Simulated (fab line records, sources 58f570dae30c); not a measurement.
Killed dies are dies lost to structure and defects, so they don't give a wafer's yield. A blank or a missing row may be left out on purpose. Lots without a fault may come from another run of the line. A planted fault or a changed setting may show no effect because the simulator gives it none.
fab line records | flow berkeley_cmos170 | part 1 of 2: steps 1 to 31 of 40
record lots=5 wafers=15 last_day=12
route steps=331 shown FIELD@92 SACOX@97 SCREENOX@100 NVT@104 PVT@115 GATE@125
lots that met no fault: from a run of the same line without faults
start_h: hours from the record's first day to the start of the lot's first wafer shown | wait_h: hours since the lot's step before | " the same as in the row above | L1.1+2: a row that stands for several wafers | - no value, or no start given | * or withheld: withheld | < > ~ a bound
route shown NAME@n: a module of which the file shows steps, and the number in the route of the first | usual: mean/standard deviation of fault-free wafers | same: alike in all rows | chamber/n: place in a boat | sites: the reading at each site | _std_site: their standard deviation | _edge_site: outer sites' mean less inner sites' | radius_mm: how far each site lies from the wafer's centre | mask NAME#n: copy n | behind: the tool/chamber that last shaped the wafer | hold: why the lot was held/for how many hours/how that ended | device: the transistor (n, p or np) that didn't switch | end of line: the same wafers' tests at the end of the route | a step without rows: its recipe alone | killed: dies lost to structure and defects at the first sort, not the wafer's yield | map: a wafer's dies, x killed, . not, _ none there
set.NAME: the setting as run; set.NAME@STEP: as run at that earlier step | model.NAME: the simulator's own value behind a step, which no gauge read
lots at some steps of the route; a table a step, a row a wafer
services: from which hour (start_h, from the record's first day; less than 0 if before it) a tool's chamber was out of use, for how many hours, and why
## steps
# step UCB170_FIELD_ANNEAL_03
# recipe temp_c=1000 time_s=1200 ambient=N2
# usual spike_tc_load_C=1027.9/3 zone_power_centre_pct=47.8/2.5
# columns lot.wafer tool chamber start_h wait_h spike_tc_load_C zone_power_centre_pct
L075.2 furnace-02 0 111.04 5.0 1026.1 45.4
L075.4 " 0 " " 1026.8 44.7
L075.5 " 0 " " 1025.4 45.5
L077.2 furnace-02 0 111.04 5.1 1025.2 45.1
L077.3 " 0 " " 1025.2 45.4
L077.5 " 0 " " 1026.7 45.1
L078.2 furnace-02 0 111.04 5.1 1026.1 44.9
L078.5 " 0 " " 1025.0 45.0
L078.6 " 0 " " 1025.3 45.1
L089.2 furnace-02 0 176.34 4.1 1026.1 45.6
L089.4 " 0 " " 1026.5 44.8
L089.5 " 0 " " 1026.9 44.6
L094.4 furnace-04 0 197.31 4.7 1027.4 50.6
L094.5 " 0 " " 1027.1 50.5
L094.6 " 0 " " 1026.1 50.9
# step UCB170_FIELD_WET_ETCH_04
# recipe chemistry=dHF dilution=10:1 target=SiO2 temp_c=25 time_s=60
# usual temp_c=25.01/0.11
# columns lot.wafer tool chamber start_h wait_h temp_c
L075.2 wet_bench-03 0 112.62 0.3 24.97
L075.4 " 0 " " 25.01
L075.5 " 0 " " 25.02
L077.2 wet_bench-03 3 112.62 0.3 24.90
L077.3 " 3 " " 24.99
L077.5 " 3 " " 24.92
L078.2 wet_bench-03 3 112.62 0.3 25.12
L078.5 " 3 " " 25.20
L078.6 " 3 " " 25.04
L089.2 wet_bench-02 3 177.67 0.0 25.05
L089.4 " 3 " " 25.09
L089.5 " 3 " " 25.03
L094.4 wet_bench-01 2 198.64 0.0 24.96
L094.5 " 2 " " 25.07
L094.6 " 2 " " 25.05
# step UCB170_FIELD_WET_ETCH_05
# recipe chemistry=H3PO4 target=Si3N4 temp_c=160 time_s=12600
# usual temp_c=160.01/0.16
# columns lot.wafer tool chamber start_h wait_h temp_c
L075.2 wet_bench-03 2 112.65 0.0 160.14
L075.4 " 2 " " 160.09
L075.5 " 2 " " 159.87
L077.2 wet_bench-03 2 112.65 0.0 160.31
L077.3 " 2 " " 160.27
L077.5 " 2 " " 160.42
L078.2 wet_bench-03 2 112.65 0.0 160.11
L078.5 " 2 " " 159.82
L078.6 " 2 " " 160.11
L089.2 wet_bench-03 0 177.69 0.0 160.18
L089.4 " 0 " " 160.50
L089.5 " 0 " " 159.91
L094.4 wet_bench-02 1 198.67 0.0 159.98
L094.5 " 1 " " 160.03
L094.6 " 1 " " 159.92
# step UCB170_FIELD_WET_ETCH_06
# recipe chemistry=BOE dilution=5:1 target=SiO2 temp_c=25 time_s=22
# usual temp_c=25.01/0.11
# columns lot.wafer tool chamber start_h wait_h temp_c
L075.2 wet_bench-03 2 116.48 0.0 25.06
L075.4 " 2 " " 25.16
L075.5 " 2 " " 25.08
L077.2 wet_bench-03 1 116.48 0.0 25.05
L077.3 " 1 " " 24.95
L077.5 " 1 " " 24.97
L078.2 wet_bench-03 2 116.48 0.0 25.16
L078.5 " 2 " " 24.95
L078.6 " 2 " " 25.05
L089.2 wet_bench-03 3 181.38 0.2 24.96
L089.4 " 3 " " 24.89
L089.5 " 3 " " 24.89
L094.4 wet_bench-03 2 202.18 0.0 24.93
L094.5 " 2 " " 25.08
L094.6 " 2 " " 25.00
# step UCB170_FIELD_THK_MEAS_90
# recipe reads=SiO2_of_FIELD_OXIDATION_01
# usual FIELD_OXIDE_LEFT_1_THK=439/9.9
# columns lot.wafer tool chamber start_h wait_h FIELD_OXIDE_LEFT_1_THK[nm]
L078.2 film_metro-01 - 116.50 0.0 465
L078.5 " - " " 451
L078.6 " - " " 452
L077.2 film_metro-01 - 116.56 0.1 421
L077.3 " - " " 426
L077.5 " - " " 417
L075.2 film_metro-01 - 116.62 0.1 441
L075.4 " - " " 443
L075.5 " - " " 432
L089.2 film_metro-03 - 181.40 0.0 439
L089.4 " - " " 440
L089.5 " - " " 445
L094.4 film_metro-04 - 202.23 0.0 436
L094.5 " - " " 440
L094.6 " - " " 445
# step UCB170_SACOX_CLEAN_00
# recipe chemistry=dHF dilution=25:1 time_s=7.5
# columns lot.wafer tool chamber start_h wait_h
L078.2+5+6 wet_bench-03 2 116.55 0.0
L077.2+3+5 wet_bench-03 3 116.61 0.0
L075.2+4+5 wet_bench-03 3 116.67 0.0
L089.2+4+5 wet_bench-04 0 181.45 0.0
L094.4+5+6 wet_bench-03 1 202.26 0.0
# step UCB170_SACOX_OXIDATION_01
# recipe temp_c=900 ambient=O2 target_thk_a=144 ox_time_s=2400
# usual spike_tc_load_C=929/3.1 zone_power_centre_pct=42.0/1.8
# columns lot.wafer tool chamber start_h wait_h spike_tc_load_C zone_power_centre_pct
L075.2 furnace-04 0 119.88 3.2 924 45.3
L075.4 " 0 " " 926 45.6
L075.5 " 0 " " 925 44.2
L077.2 furnace-04 0 119.88 3.3 925 44.4
L077.3 " 0 " " 925 45.5
L077.5 " 0 " " 924 45.6
L078.2 furnace-04 0 119.88 3.3 924 45.3
L078.5 " 0 " " 924 45.0
L078.6 " 0 " " 924 45.4
L089.2 furnace-01 0 186.54 5.1 933 41.3
L089.4 " 0 " " 929 41.7
L089.5 " 0 " " 931 41.3
L094.4 furnace-01 0 206.32 4.0 930 40.8
L094.5 " 0 " " 930 41.8
L094.6 " 0 " " 929 41.5
# step UCB170_SACOX_THK_MEAS_02
# recipe reads=SiO2_of_SACOX_OXIDATION_01
# usual SACOX_OXIDE_THK=14.39/0.24
# columns lot.wafer tool chamber start_h wait_h SACOX_OXIDE_THK[nm]
L077.2 film_metro-03 - 121.55 0.0 14.16
L077.3 " - " " 14.18
L077.5 " - " " 14.20
L078.2 film_metro-04 - 121.55 0.0 14.71
L078.5 " - " " 14.57
L078.6 " - " " 14.67
L075.2 film_metro-04 - 121.61 0.1 14.37
L075.4 " - " " 14.23
L075.5 " - " " 14.24
L089.2 film_metro-02 - 188.22 0.0 14.44
L089.4 " - " " 14.56
L089.5 " - " " 14.76
L094.4 film_metro-02 - 208.02 0.0 14.10
L094.5 " - " " 14.24
L094.6 " - " " 13.97
# step UCB170_SCREENOX_WET_ETCH_00
# recipe chemistry=dHF dilution=25:1 target=SiO2 temp_c=25 time_s=200
# usual temp_c=24.99/0.11
# columns lot.wafer tool chamber start_h wait_h temp_c
L077.2 wet_bench-03 1 121.60 0.0 24.87
L077.3 " 1 " " 24.89
L077.5 " 1 " " 24.77
L078.2 wet_bench-03 1 121.60 0.0 24.84
L078.5 " 1 " " 24.98
L078.6 " 1 " " 24.93
L075.2 wet_bench-03 1 121.67 0.0 25.21
L075.4 " 1 " " 25.28
L075.5 " 1 " " 25.17
L089.2 wet_bench-03 2 188.27 0.0 24.92
L089.4 " 2 " " 25.08
L089.5 " 2 " " 24.97
L094.4 wet_bench-01 0 208.05 0.0 24.95
L094.5 " 0 " " 24.97
L094.6 " 0 " " 25.02
# step UCB170_SCREENOX_OXIDATION_01
# recipe temp_c=900 ambient=O2 target_thk_a=144 ox_time_s=2400
# usual spike_tc_load_C=927/3.1 zone_power_centre_pct=41.7/2.2
# columns lot.wafer tool chamber start_h wait_h spike_tc_load_C zone_power_centre_pct
L075.2 furnace-04 0 125.64 3.9 925 45.0
L075.4 " 0 " " 924 44.4
L075.5 " 0 " " 924 45.1
L077.2 furnace-04 0 125.64 4.0 926 44.7
L077.3 " 0 " " 927 44.9
L077.5 " 0 " " 925 44.6
L078.2 furnace-04 0 125.64 4.0 925 44.2
L078.5 " 0 " " 923 45.0
L078.6 " 0 " " 926 44.6
L089.2 furnace-01 0 192.56 4.2 931 41.5
L089.4 " 0 " " 932 41.2
L089.5 " 0 " " 929 41.8
L094.4 furnace-02 0 212.29 4.2 924 40.5
L094.5 " 0 " " 923 38.8
L094.6 " 0 " " 927 39.9
# step UCB170_SCREENOX_THK_MEAS_02
# recipe reads=SiO2_of_SCREENOX_OXIDATION_01
# usual SCREENOX_OXIDE_THK=14.32/0.24
# columns lot.wafer tool chamber start_h wait_h SCREENOX_OXIDE_THK[nm]
L077.2 film_metro-02 - 127.32 0.0 14.73
L077.3 " - " " 14.33
L077.5 " - " " 14.37
L078.2 film_metro-03 - 127.32 0.0 14.52
L078.5 " - " " 14.89
L078.6 " - " " 14.52
L075.2 film_metro-03 - 127.38 0.1 14.36
L075.4 " - " " 14.23
L075.5 " - " " 14.23
L089.2 film_metro-01 - 194.23 0.0 14.52
L089.4 " - " " 14.36
L089.5 " - " " 14.25
L094.4 film_metro-03 - 213.98 0.0 14.36
L094.5 " - " " 14.36
L094.6 " - " " 14.41
# step UCB170_SCREENOX_ANNEAL_03
# recipe temp_c=900 time_s=900 ambient=N2
# usual spike_tc_load_C=928/3.1 zone_power_centre_pct=41.7/1.8
# columns lot.wafer tool chamber start_h wait_h spike_tc_load_C zone_power_centre_pct
L075.2 furnace-01 0 131.94 4.6 931 42.4
L075.4 " 0 " " 932 40.7
L075.5 " 0 " " 931 41.1
L077.2 furnace-01 0 131.94 4.6 932 41.1
L077.3 " 0 " " 932 42.1
L077.5 " 0 " " 931 41.5
L078.2 furnace-01 0 131.94 4.6 930 41.2
L078.5 " 0 " " 932 41.1
L078.6 " 0 " " 931 41.9
L089.2 furnace-01 0 199.66 5.4 931 41.2
L089.4 " 0 " " 929 41.7
L089.5 " 0 " " 931 41.1
L094.4 furnace-02 0 217.95 4.0 925 39.3
L094.5 " 0 " " 924 39.0
L094.6 " 0 " " 926 39.8
# step UCB170_NVT_HMDS_00
# recipe prime_time_s=60 prime_temp_c=100
# columns lot.wafer tool chamber start_h wait_h
L078.2+5+6 litho_track-03 0 133.28 0.1
L077.2+3+5 litho_track-01 0 133.40 0.2
L075.2+4+5 litho_track-04 0 133.68 0.5
L089.2+4+5 litho_track-01 0 200.93 0.0
L094.4+5+6 litho_track-01 0 219.71 0.5
# step UCB170_NVT_COAT_01
# recipe resist=KrF spin_rpm=1500 resist_thk_nm=900
# columns lot.wafer tool chamber start_h wait_h
L078.2+5+6 litho_track-03 0 133.43 0.1
L077.2+3+5 litho_track-01 0 133.55 0.1
L075.2+4+5 litho_track-04 0 133.83 0.1
L089.2+4+5 litho_track-01 0 201.08 0.1
L094.4+5+6 litho_track-01 0 219.86 0.1
# step UCB170_NVT_SOFTBAKE_02
# recipe resist=KrF temp_c=130 time_s=60
# columns lot.wafer tool chamber start_h wait_h
L078.2+5+6 litho_track-03 0 133.58 0.1
L077.2+3+5 litho_track-01 0 133.70 0.1
L075.2+4+5 litho_track-04 0 133.98 0.1
L089.2+4+5 litho_track-01 0 201.23 0.1
L094.4+5+6 litho_track-01 0 220.01 0.1
# step UCB170_NVT_EXPOSE_03
# recipe mask_id=PWELL target_cd_nm=3000 na=0.5 sigma_outer=0.6 source_shape=conventional dose_mj=30
# columns lot.wafer tool chamber start_h wait_h mask
L078.2+5+6 krf_scanner-01 0 133.85 0.2 PWELL#0
L077.2+3+5 krf_scanner-01 0 133.97 0.2 PWELL#0
L075.2+4+5 krf_scanner-01 0 134.54 0.5 PWELL#0
L089.2+4+5 krf_scanner-01 0 201.38 0.1 PWELL#0
L094.4+5+6 krf_scanner-01 0 220.26 0.2 PWELL#0
# step UCB170_NVT_PEB_04
# recipe peb_temp_c=130 peb_time_s=withheld resist=KrF
# columns lot.wafer tool chamber start_h wait_h
L078.2+5+6 litho_track-01 0 134.58 0.7
L077.2+3+5 litho_track-04 0 134.58 0.6
L075.2+4+5 litho_track-04 0 134.85 0.3
L089.2+4+5 litho_track-01 0 201.50 0.1
L094.4+5+6 litho_track-01 0 220.43 0.1
# step UCB170_NVT_DEVELOP_05
# recipe developer=TMAH develop_time_s=45.85 resist=KrF dev_temp_c=21
# usual developer_temp_C=21.00/0.1
# columns lot.wafer tool chamber start_h wait_h developer_temp_C
L078.2 litho_track-01 0 - - 20.95
L078.5 " 0 " " 20.97
L078.6 " 0 " " 21.03
L077.2 litho_track-04 0 - - 20.85
L077.3 " 0 " " 20.99
L077.5 " 0 " " 21.07
L075.2 litho_track-04 0 - - 20.87
L075.4 " 0 " " 20.78
L075.5 " 0 " " 20.98
L089.2 litho_track-01 0 - - 21.14
L089.4 " 0 " " 21.09
L089.5 " 0 " " 20.96
L094.4 litho_track-01 0 - - 20.99
L094.5 " 0 " " 20.94
L094.6 " 0 " " 20.89
# step UCB170_NVT_OVL_MEAS_06
# usual NVT_OVL=1/5.8
# columns lot.wafer tool chamber start_h wait_h NVT_OVL[nm]
L078.2 overlay-01 - 134.83 - -2
L078.5 " - " " -12
L078.6 " - " " -4
L077.2 overlay-02 - 134.84 - 7
L077.3 " - " " -2
L077.5 " - " " -5
L075.2 overlay-01 - 135.11 - -1
L075.4 " - " " 7
L075.5 " - " " 9
L089.2 overlay-02 - 201.75 - 0
L089.4 " - " " 3
L089.5 " - " " 9
L094.4 overlay-01 - 220.65 - 2
L094.5 " - " " -2
L094.6 " - " " -2
# step UCB170_NVT_IMPLANT_07
# recipe species=BF2 dose_cm2=3e+12 energy_kev=50 tilt_deg=7
# columns lot.wafer tool chamber start_h wait_h
L078.2+5+6 implanter-04 0 134.89 0.0
L077.2+3+5 implanter-01 0 134.89 0.0
L075.2+4+5 implanter-02 0 135.16 0.0
L089.2+4+5 implanter-01 0 201.81 0.0
L094.4+5+6 implanter-02 0 220.74 0.1
# step UCB170_NVT_STRIP_08
# recipe chemistry=O2 power_w=400 pressure_mtorr=3500 platen_temp_c=withheld o2_flow_sccm=400 overash_fraction=0.5
# usual drypump_motor_current_A=5.7/0.37 o2_flow_sccm=399.9/1.2 oes_product_au=0.734/0.005 strip_time_to_endpoint_s=21.65/0.056
# columns lot.wafer tool chamber start_h wait_h drypump_motor_current_A o2_flow_sccm oes_product_au rf_hours_counter_h strip_time_to_endpoint_s
L078.2 plasma_asher-02 0 135.01 0.1 5.6 399.9 0.735 20 21.67
L078.5 " 1 " " 5.4 401.6 0.733 - 21.67
L078.6 " 0 " " 5.7 402.0 0.738 - 21.77
L077.2 plasma_asher-01 0 135.02 0.1 5.8 400.4 0.732 47 21.72
L077.3 " 1 " " 5.2 400.6 0.732 - 21.72
L077.5 " 1 " " 5.2 399.7 0.735 - 21.71
L075.2 plasma_asher-03 1 135.29 0.1 6.3 399.4 0.738 3 21.63
L075.4 " 1 " " 6.3 399.7 0.734 - 21.64
L075.5 " 0 " " 5.9 400.2 0.729 - 21.66
L089.2 plasma_asher-02 0 201.93 0.1 5.7 400.3 0.735 28 21.70
L089.4 " 0 " " 5.7 401.0 0.752 - 21.74
L089.5 " 1 " " 5.5 398.9 0.730 - 21.74
L094.4 plasma_asher-01 1 220.85 0.1 5.2 400.3 0.735 - 21.60
L094.5 " 0 " " 5.8 401.9 0.731 - 21.63
L094.6 " 1 " " 5.2 400.1 0.737 - 21.54
# step UCB170_NVT_TW_MEAS_09
# usual NVT_TW=524/3.7
# columns lot.wafer tool chamber start_h wait_h NVT_TW
L078.2 film_metro-04 - 135.12 0.1 520
L078.5 " - " " 525
L078.6 " - " " 522
L077.2 film_metro-01 - 135.12 0.1 530
L077.3 " - " " 530
L077.5 " - " " 531
L075.2 film_metro-02 - 135.40 0.1 521
L075.4 " - " " 520
L075.5 " - " " 519
L089.2 film_metro-02 - 202.04 0.1 523
L089.4 " - " " 521
L089.5 " - " " 522
L094.4 film_metro-04 - 220.95 0.1 523
L094.5 " - " " 523
L094.6 " - " " 523
# step UCB170_NVT_CLEAN_10
# recipe chemistry=SPM temp_c=120 time_s=600
# usual temp_c=119.99/0.15
# columns lot.wafer tool chamber start_h wait_h temp_c
L078.2 wet_bench-04 0 135.17 0.0 120.01
L078.5 " 0 " " 120.10
L078.6 " 0 " " 119.86
L077.2 wet_bench-02 0 135.19 0.1 120.00
L077.3 " 0 " " 119.99
L077.5 " 0 " " 120.05
L075.2 wet_bench-04 0 135.45 0.0 119.95
L075.4 " 0 " " 119.82
L075.5 " 0 " " 119.95
L089.2 wet_bench-02 2 202.53 0.5 119.98
L089.4 " 2 " " 120.04
L089.5 " 2 " " 119.80
L094.4 wet_bench-04 3 221.16 0.2 120.00
L094.5 " 3 " " 119.81
L094.6 " 3 " " 119.88
# step UCB170_PVT_HMDS_00
# recipe prime_time_s=60 prime_temp_c=100
# columns lot.wafer tool chamber start_h wait_h
L077.2+3+5 litho_track-02 0 135.46 0.1
L078.2+5+6 litho_track-03 0 135.63 0.3
L075.2+4+5 litho_track-01 0 135.85 0.2
L089.2+4+5 litho_track-01 0 202.73 0.0
L094.4+5+6 litho_track-01 0 221.71 0.4
# step UCB170_PVT_COAT_01
# recipe resist=KrF spin_rpm=1500 resist_thk_nm=900
# columns lot.wafer tool chamber start_h wait_h
L077.2+3+5 litho_track-02 0 135.61 0.1
L078.2+5+6 litho_track-03 0 135.78 0.1
L075.2+4+5 litho_track-01 0 136.00 0.1
L089.2+4+5 litho_track-01 0 202.88 0.1
L094.4+5+6 litho_track-01 0 221.86 0.1
# step UCB170_PVT_SOFTBAKE_02
# recipe resist=KrF temp_c=130 time_s=60
# columns lot.wafer tool chamber start_h wait_h
L077.2+3+5 litho_track-02 0 135.76 0.1
L078.2+5+6 litho_track-03 0 135.93 0.1
L075.2+4+5 litho_track-01 0 136.15 0.1
L089.2+4+5 litho_track-01 0 203.03 0.1
L094.4+5+6 litho_track-01 0 222.01 0.1
# step UCB170_PVT_EXPOSE_03
# recipe mask_id=NWELL target_cd_nm=3000 na=0.5 sigma_outer=0.6 source_shape=conventional dose_mj=30
# columns lot.wafer tool chamber start_h wait_h mask
L077.2+3+5 krf_scanner-01 0 136.03 0.2 NWELL#0
L078.2+5+6 krf_scanner-02 0 136.27 0.3 NWELL#0
L075.2+4+5 krf_scanner-01 0 136.52 0.3 NWELL#0
L089.2+4+5 krf_scanner-01 0 203.18 0.1 NWELL#0
L094.4+5+6 krf_scanner-02 0 222.14 0.1 NWELL#0
# step UCB170_PVT_PEB_04
# recipe peb_temp_c=130 peb_time_s=withheld resist=KrF
# columns lot.wafer tool chamber start_h wait_h
L077.2+3+5 litho_track-03 0 136.53 0.5
L078.2+5+6 litho_track-03 0 136.81 0.5
L075.2+4+5 litho_track-03 0 137.08 0.5
L089.2+4+5 litho_track-02 0 203.30 0.1
L094.4+5+6 litho_track-03 0 222.71 0.6
# step UCB170_PVT_DEVELOP_05
# recipe developer=TMAH develop_time_s=45 resist=KrF dev_temp_c=21
# usual developer_temp_C=21.01/0.094
# columns lot.wafer tool chamber start_h wait_h developer_temp_C
L077.2 litho_track-03 0 - - 21.00
L077.3 " 0 " " 20.93
L077.5 " 0 " " 20.93
L078.2 litho_track-03 0 - - 20.90
L078.5 " 0 " " 21.09
L078.6 " 0 " " 21.06
L075.2 litho_track-03 0 - - 21.20
L075.4 " 0 " " 20.92
L075.5 " 0 " " 20.99
L089.2 litho_track-02 0 - - 21.01
L089.4 " 0 " " 21.00
L089.5 " 0 " " 20.98
L094.4 litho_track-03 0 - - 21.09
L094.5 " 0 " " 20.94
L094.6 " 0 " " 21.04
# step UCB170_PVT_OVL_MEAS_06
# usual PVT_OVL=1/6.6
# columns lot.wafer tool chamber start_h wait_h PVT_OVL[nm]
L077.2 overlay-01 - 136.79 - 8
L077.3 " - " " 16
L077.5 " - " " 13
L078.2 overlay-02 - 137.06 - -2
L078.5 " - " " 1
L078.6 " - " " -5
L075.2 overlay-01 - 137.34 - 3
L075.4 " - " " 2
L075.5 " - " " 14
L089.2 overlay-02 - 203.56 - -2
L089.4 " - " " -6
L089.5 " - " " 1
L094.4 overlay-02 - 222.93 - 5
L094.5 " - " " 1
L094.6 " - " " 8
# step UCB170_PVT_IMPLANT_07
# recipe species=P dose_cm2=2e+12 energy_kev=30 tilt_deg=7
# columns lot.wafer tool chamber start_h wait_h
L077.2+3+5 implanter-01 0 136.84 0.0
L078.2+5+6 implanter-03 0 137.12 0.0
L075.2+4+5 implanter-04 0 137.39 0.0
L089.2+4+5 implanter-03 0 203.61 0.0
L094.4+5+6 implanter-03 0 223.03 0.1
